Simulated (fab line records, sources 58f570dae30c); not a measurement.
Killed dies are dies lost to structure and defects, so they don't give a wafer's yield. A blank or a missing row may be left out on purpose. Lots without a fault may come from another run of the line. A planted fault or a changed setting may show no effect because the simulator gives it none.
Which tool did it? | flow berkeley_cmos170 | 24 lots, 72 wafers sampled, at 5 steps of a route of 331

WHAT THE GAUGES READ, wafer by wafer
UCB170_CONTACT_OVL_MEAS_16.
lot  | measured     | on         | CONTACT_OVL (nm)
L074 | day 7 03:47  | overlay-01 | 10 9 3
L076 | day 7 13:30  | overlay-01 | 9 15 13
L075 | day 7 14:34  | overlay-02 | 17 14 12
L079 | day 8 07:39  | overlay-01 | -1 3 -4
L078 | day 8 07:54  | overlay-01 | 3 1 7
L077 | day 8 07:52  | overlay-02 | 2 -2 -4
L080 | day 8 08:00  | overlay-02 | 6 14 10
L081 | day 8 08:14  | overlay-02 | 8 7 2
L082 | day 8 20:40  | overlay-01 | 6 0 6
L086 | day 9 08:39  | overlay-01 | 1 2 -1
L083 | day 9 11:18  | overlay-01 | 0 5 8
L084 | day 9 11:11  | overlay-01 | 5 4 6
L085 | day 9 11:04  | overlay-02 | 8 -1 5
L087 | day 9 17:24  | overlay-02 | 10 5 5
L088 | day 10 00:18 | overlay-01 | 0 4 4
L089 | day 10 01:56 | overlay-01 | 0 -2 5
L091 | day 10 10:34 | overlay-02 | 8 8 13
L094 | day 10 16:30 | overlay-01 | -3 6 1
L092 | day 10 18:42 | overlay-01 | 9 7 10
L090 | day 10 19:14 | overlay-02 | 9 12 15
L093 | day 10 18:56 | overlay-01 | -4 -4 -10
L095 | day 11 04:18 | overlay-01 | 3 2 2
L096 | day 11 04:40 | overlay-01 | 3 3 6
L097 | day 11 19:06 | overlay-01 | -4 -6 -4

UCB170_V2_THK_MEAS_04.
lot  | measured     | on            | V2_POLISHED_THK (nm)
L074 | day 7 16:36  | film_metro-03 | 998.3 998.0 998.0
L076 | day 8 04:59  | film_metro-03 | 998.1 998.3 999.6
L075 | day 8 05:06  | film_metro-02 | 998.9 1001.2 1002.5
L079 | day 8 19:05  | film_metro-02 | 997.7 999.0 997.8
L078 | day 8 22:22  | film_metro-01 | 996.8 1000.6 1000.5
L077 | day 8 19:17  | film_metro-03 | 998.6 999.9 998.5
L080 | day 8 22:59  | film_metro-02 | 1001.0 999.2 1001.9
L081 | day 8 23:13  | film_metro-03 | 1000.2 997.9 999.5
L082 | day 9 11:28  | film_metro-02 | 998.8 999.3 999.6
L086 | day 10 01:06 | film_metro-01 | 1000.4 1001.6 1001.7
L083 | day 10 03:26 | film_metro-01 | 999.5 1002.0 1000.9
L084 | day 10 02:05 | film_metro-02 | 997.8 999.3 1000.6
L085 | day 10 01:46 | film_metro-02 | 998.6 1000.9 1000.8
L087 | day 10 07:41 | film_metro-01 | 999.8 1000.9 1000.7
L088 | day 10 15:10 | film_metro-01 | 1001.2 1000.9 1001.5
L089 | day 10 15:28 | film_metro-02 | 1001.5 999.6 999.8
L091 | day 11 07:56 | film_metro-01 | 999.7 1000.1 999.9
L094 | day 11 08:32 | film_metro-01 | 1001.8 1001.3 1000.4
L092 | day 11 10:13 | film_metro-03 | 1000.6 1001.5 1002.1
L090 | day 11 10:26 | film_metro-02 | 999.2 999.1 999.5
L093 | day 11 09:43 | film_metro-03 | 999.0 999.9 998.8
L095 | day 11 18:05 | film_metro-01 | 1000.0 999.9 1000.4
L096 | day 11 18:31 | film_metro-02 | 998.6 1000.7 998.8
L097 | day 12 05:51 | film_metro-03 | 1001.9 1000.7 1000.1

WHICH TOOL RAN EACH LOT (tool, then ch and the chambers of the sampled wafers, then the start)
lot  | UCB170_SDANNEAL_RTA_00           | UCB170_SILICIDE_SPUTTER_01   | UCB170_M1_STRIP_13
L074 | rtp_anneal-02 ch 0, day 6 22:34  | pvd_sputter-04, day 6 23:14  | plasma_asher-01 ch 0,1, day 7 06:24
L076 | rtp_anneal-02 ch 0, day 7 08:33  | pvd_sputter-02, day 7 09:13  | plasma_asher-03 ch 0,1, day 7 15:38
L075 | rtp_anneal-01 ch 0, day 7 09:00  | pvd_sputter-04, day 7 09:40  | plasma_asher-01 ch 0,1, day 7 16:43
L079 | rtp_anneal-02 ch 0, day 8 00:52  | pvd_sputter-02, day 8 01:32  | plasma_asher-01 ch 1, day 8 10:23
L078 | rtp_anneal-01 ch 0, day 8 01:01  | pvd_sputter-01, day 8 01:41  | plasma_asher-01 ch 0,1, day 8 10:56
L077 | rtp_anneal-02 ch 0, day 8 01:20  | pvd_sputter-04, day 8 02:01  | plasma_asher-03 ch 0,1, day 8 10:38
L080 | rtp_anneal-01 ch 0, day 8 01:45  | pvd_sputter-02, day 8 02:24  | plasma_asher-02 ch 0,1, day 8 11:32
L081 | rtp_anneal-01 ch 0, day 8 02:08  | pvd_sputter-01, day 8 02:49  | plasma_asher-02 ch 0,1, day 8 11:39
L082 | rtp_anneal-02 ch 0, day 8 13:34  | pvd_sputter-04, day 8 14:14  | plasma_asher-03 ch 0,1, day 8 23:10
L086 | rtp_anneal-01 ch 0, day 9 03:44  | pvd_sputter-02, day 9 04:25  | plasma_asher-03 ch 0,1, day 9 11:09
L083 | rtp_anneal-02 ch 0, day 9 03:49  | pvd_sputter-01, day 9 04:30  | plasma_asher-03 ch 0,1, day 9 13:39
L084 | rtp_anneal-01 ch 0, day 9 03:58  | pvd_sputter-04, day 9 04:37  | plasma_asher-01 ch 0,1, day 9 13:34
L085 | rtp_anneal-02 ch 0, day 9 04:10  | pvd_sputter-02, day 9 04:59  | plasma_asher-03 ch 0,1, day 9 13:17
L087 | rtp_anneal-01 ch 0, day 9 11:13  | pvd_sputter-04, day 9 11:53  | plasma_asher-01 ch 0,1, day 9 19:53
L088 | rtp_anneal-02 ch 0, day 9 18:27  | pvd_sputter-04, day 9 19:07  | plasma_asher-02 ch 0,1, day 10 03:32
L089 | rtp_anneal-01 ch 0, day 9 18:47  | pvd_sputter-01, day 9 19:27  | plasma_asher-02 ch 0,1, day 10 05:01
L091 | rtp_anneal-02 ch 0, day 10 03:38 | pvd_sputter-01, day 10 04:17 | plasma_asher-01 ch 0,1, day 10 13:10
L094 | rtp_anneal-02 ch 0, day 10 11:43 | pvd_sputter-01, day 10 12:23 | plasma_asher-02 ch 0,1, day 10 19:01
L092 | rtp_anneal-02 ch 0, day 10 12:07 | pvd_sputter-02, day 10 12:46 | plasma_asher-03 ch 0,1, day 10 20:52
L090 | rtp_anneal-02 ch 0, day 10 12:14 | pvd_sputter-04, day 10 12:53 | plasma_asher-01 ch 0,1, day 10 21:35
L093 | rtp_anneal-02 ch 0, day 10 12:21 | pvd_sputter-01, day 10 13:01 | plasma_asher-02 ch 0,1, day 10 21:11
L095 | rtp_anneal-02 ch 0, day 10 19:44 | pvd_sputter-04, day 10 20:24 | plasma_asher-02 ch 0,1, day 11 08:20
L096 | rtp_anneal-01 ch 0, day 10 19:49 | pvd_sputter-01, day 10 20:30 | plasma_asher-01 ch 0,1, day 11 08:34
L097 | rtp_anneal-01 ch 0, day 11 14:14 | pvd_sputter-04, day 11 14:54 | plasma_asher-02 ch 0,1, day 11 21:52
- UCB170_SDANNEAL_RTA_00: time 10 s.
- UCB170_SILICIDE_SPUTTER_01: material Ti, target thk 30 nm, time 25 s.
- UCB170_M1_STRIP_13: strips in O2.

WHAT THE TOOLS THEMSELVES READ (means of the sampled wafers that have a number; where no wafer has one, the mark that the record gives instead)
UCB170_SDANNEAL_RTA_00.
lot  | tool          | lamp_power_pct (%) | wafer_temp_C_max
L074 | rtp_anneal-02 | 26.4               | 908.7
L076 | rtp_anneal-02 | 26.4               | 906.7
L075 | rtp_anneal-01 | 23.6               | 904.1
L079 | rtp_anneal-02 | 26.4               | 906.6
L078 | rtp_anneal-01 | 23.6               | 903.5
L077 | rtp_anneal-02 | 26.4               | 907.4
L080 | rtp_anneal-01 | 23.6               | 904.1
L081 | rtp_anneal-01 | 23.6               | 903.6
L082 | rtp_anneal-02 | 26.4               | 907.3
L086 | rtp_anneal-01 | 23.6               | 904.0
L083 | rtp_anneal-02 | 26.4               | 906.7
L084 | rtp_anneal-01 | 23.6               | 903.8
L085 | rtp_anneal-02 | 26.4               | 908.5
L087 | rtp_anneal-01 | 23.6               | 903.8
L088 | rtp_anneal-02 | 26.4               | 907.0
L089 | rtp_anneal-01 | 23.7               | 903.5
L091 | rtp_anneal-02 | 26.4               | 907.6
L094 | rtp_anneal-02 | 26.4               | 906.6
L092 | rtp_anneal-02 | 26.4               | 907.0
L090 | rtp_anneal-02 | 26.4               | 907.0
L093 | rtp_anneal-02 | 26.4               | 907.9
L095 | rtp_anneal-02 | 26.4               | 907.8
L096 | rtp_anneal-01 | 23.6               | 904.6
L097 | rtp_anneal-01 | 23.6               | 904.2

UCB170_SILICIDE_SPUTTER_01.
lot  | tool           | throttle_valve_pct (%)
L074 | pvd_sputter-04 | 30.7
L076 | pvd_sputter-02 | 30.5
L075 | pvd_sputter-04 | 30.8
L079 | pvd_sputter-02 | 30.6
L078 | pvd_sputter-01 | 30.9
L077 | pvd_sputter-04 | 29.5
L080 | pvd_sputter-02 | 30.2
L081 | pvd_sputter-01 | 30.2
L082 | pvd_sputter-04 | 29.7
L086 | pvd_sputter-02 | 30.7
L083 | pvd_sputter-01 | 30.0
L084 | pvd_sputter-04 | 29.3
L085 | pvd_sputter-02 | 30.3
L087 | pvd_sputter-04 | 31.1
L088 | pvd_sputter-04 | 29.3
L089 | pvd_sputter-01 | 30.1
L091 | pvd_sputter-01 | 30.2
L094 | pvd_sputter-01 | 29.2
L092 | pvd_sputter-02 | 30.8
L090 | pvd_sputter-04 | 29.5
L093 | pvd_sputter-01 | 29.7
L095 | pvd_sputter-04 | 29.8
L096 | pvd_sputter-01 | 30.6
L097 | pvd_sputter-04 | 30.3

UCB170_M1_STRIP_13.
lot  | tool            | drypump_motor_current_A (A) | oes_product_au (a.u.)
L074 | plasma_asher-01 | 4.9                         | 0.723
L076 | plasma_asher-03 | 6.4                         | 0.724
L075 | plasma_asher-01 | 4.8                         | 0.721
L079 | plasma_asher-01 | 4.8                         | 0.718
L078 | plasma_asher-01 | 4.9                         | 0.721
L077 | plasma_asher-03 | 6.2                         | 0.721
L080 | plasma_asher-02 | 5.8                         | 0.723
L081 | plasma_asher-02 | 5.8                         | 0.720
L082 | plasma_asher-03 | 6.2                         | 0.720
L086 | plasma_asher-03 | 6.4                         | 0.720
L083 | plasma_asher-03 | 6.1                         | 0.718
L084 | plasma_asher-01 | 4.9                         | 0.720
L085 | plasma_asher-03 | 6.2                         | 0.723
L087 | plasma_asher-01 | 4.8                         | 0.716
L088 | plasma_asher-02 | 6.1                         | 0.718
L089 | plasma_asher-02 | 5.8                         | 0.722
L091 | plasma_asher-01 | 4.8                         | 0.720
L094 | plasma_asher-02 | 5.8                         | 0.722
L092 | plasma_asher-03 | 6.4                         | 0.721
L090 | plasma_asher-01 | 4.8                         | 0.721
L093 | plasma_asher-02 | 6.1                         | 0.719
L095 | plasma_asher-02 | 6.2                         | 0.720
L096 | plasma_asher-01 | 4.9                         | 0.716
L097 | plasma_asher-02 | 5.8                         | 0.719

THE ANSWER, worked out from the rows above alone
Rule: what is usual is taken from the lots themselves. Put in order of their means at a reading, lots are off if they are a third of the lots or fewer, leave a main group of 4 or more, and stand apart from it by a gap of 3 or more times the standard deviation of the main group's means; of several such gaps the widest counts. A main group whose means are all the same, to the digits that the tables above print for the reading, isn't used. A lot without any number at a reading at which 4 lots or more have one is off too. The other lots that the step has rows for count as sound. The gauges are gone through in route order, then the tools' own readings, and for those a lot's mean is taken as printed above. The first step at which some lot is off is used, and at that step the reading that is off furthest; a lot without a number counts as furthest.
No lot is off at any reading shown: from this, nothing can be told.

WHAT THE SIMULATOR HAD PUT IN
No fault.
